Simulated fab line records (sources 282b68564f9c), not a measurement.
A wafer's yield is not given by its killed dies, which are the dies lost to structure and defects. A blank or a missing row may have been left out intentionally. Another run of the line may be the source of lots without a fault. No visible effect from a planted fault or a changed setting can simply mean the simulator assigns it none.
Which tool is to blame? || flow rit-cmos || 7 lots, 21 wafers sampled, at 2 steps of a route of 202

## WHAT THE GAUGES READ, wafer by wafer
RIT_PLDD_TW_MEAS_10.
{"lot": "L691", "measured": "day 3 04:46", "on": "film-metro-03", "PLDD_TW": "2311 2318 2315"}
{"lot": "L694", "measured": "day 3 16:22", "on": "film-metro-03", "PLDD_TW": "2317 2302 2315"}
{"lot": "L696", "measured": "day 4 02:01", "on": "film-metro-03", "PLDD_TW": "2307 2307 2310"}
{"lot": "L699", "measured": "day 4 18:24", "on": "film-metro-04", "PLDD_TW": "2352 2344 2348"}
{"lot": "L702", "measured": "day 5 07:23", "on": "film-metro-03", "PLDD_TW": "2301 2311 2323"}
{"lot": "L708", "measured": "day 6 14:43", "on": "film-metro-04", "PLDD_TW": "2335 2345 2342"}
{"lot": "L710", "measured": "day 6 23:49", "on": "film-metro-01", "PLDD_TW": "2461 2446 2458"}

## WHICH TOOL RAN EACH LOT (tool, then ch and the chambers of the sampled wafers, then the start)
{"lot": "L691", "RIT_PLDD_IMPLANT_08": "implanter-02 ch 0, day 3 04:27"}
{"lot": "L694", "RIT_PLDD_IMPLANT_08": "implanter-01 ch 0, day 3 16:03"}
{"lot": "L696", "RIT_PLDD_IMPLANT_08": "implanter-02 ch 0, day 4 01:42"}
{"lot": "L699", "RIT_PLDD_IMPLANT_08": "implanter-01 ch 0, day 4 18:05"}
{"lot": "L702", "RIT_PLDD_IMPLANT_08": "implanter-03 ch 0, day 5 07:04"}
{"lot": "L708", "RIT_PLDD_IMPLANT_08": "implanter-01 ch 0, day 6 14:25"}
{"lot": "L710", "RIT_PLDD_IMPLANT_08": "implanter-01 ch 0, day 6 23:30"}
- RIT_PLDD_IMPLANT_08

## THE ANSWER, worked out from the rows above alone
Rule: usual is defined by the lots themselves. Put in order of their means at a reading, lots are off if they are a third of the lots or fewer, leave a main group of 4 or more, and stand apart from it by a gap of 3 or more times the standard deviation of the main group's means; of several such gaps the widest counts. The tables above print the reading to a certain number of digits; a main group whose means all agree to those digits is not used. Also off: a lot with no number at a reading for which 4 or more lots have one. Any other lot the step has rows for is counted as sound.
Off: L710, at RIT_PLDD_TW_MEAS_10 (PLDD_TW). The main group: mean 2322, standard deviation 16.
A tool fits if, at a process step before that reading, it ran every lot that is off, and no sound lot after the first of them. Those tools and the gauges at RIT_PLDD_TW_MEAS_10 are tried in the same way. This does not decide it: 2 tools fit, namely implanter-01 at RIT_PLDD_IMPLANT_08 and film-metro-01 at RIT_PLDD_TW_MEAS_10.

## WHAT THE SIMULATOR HAD PUT IN
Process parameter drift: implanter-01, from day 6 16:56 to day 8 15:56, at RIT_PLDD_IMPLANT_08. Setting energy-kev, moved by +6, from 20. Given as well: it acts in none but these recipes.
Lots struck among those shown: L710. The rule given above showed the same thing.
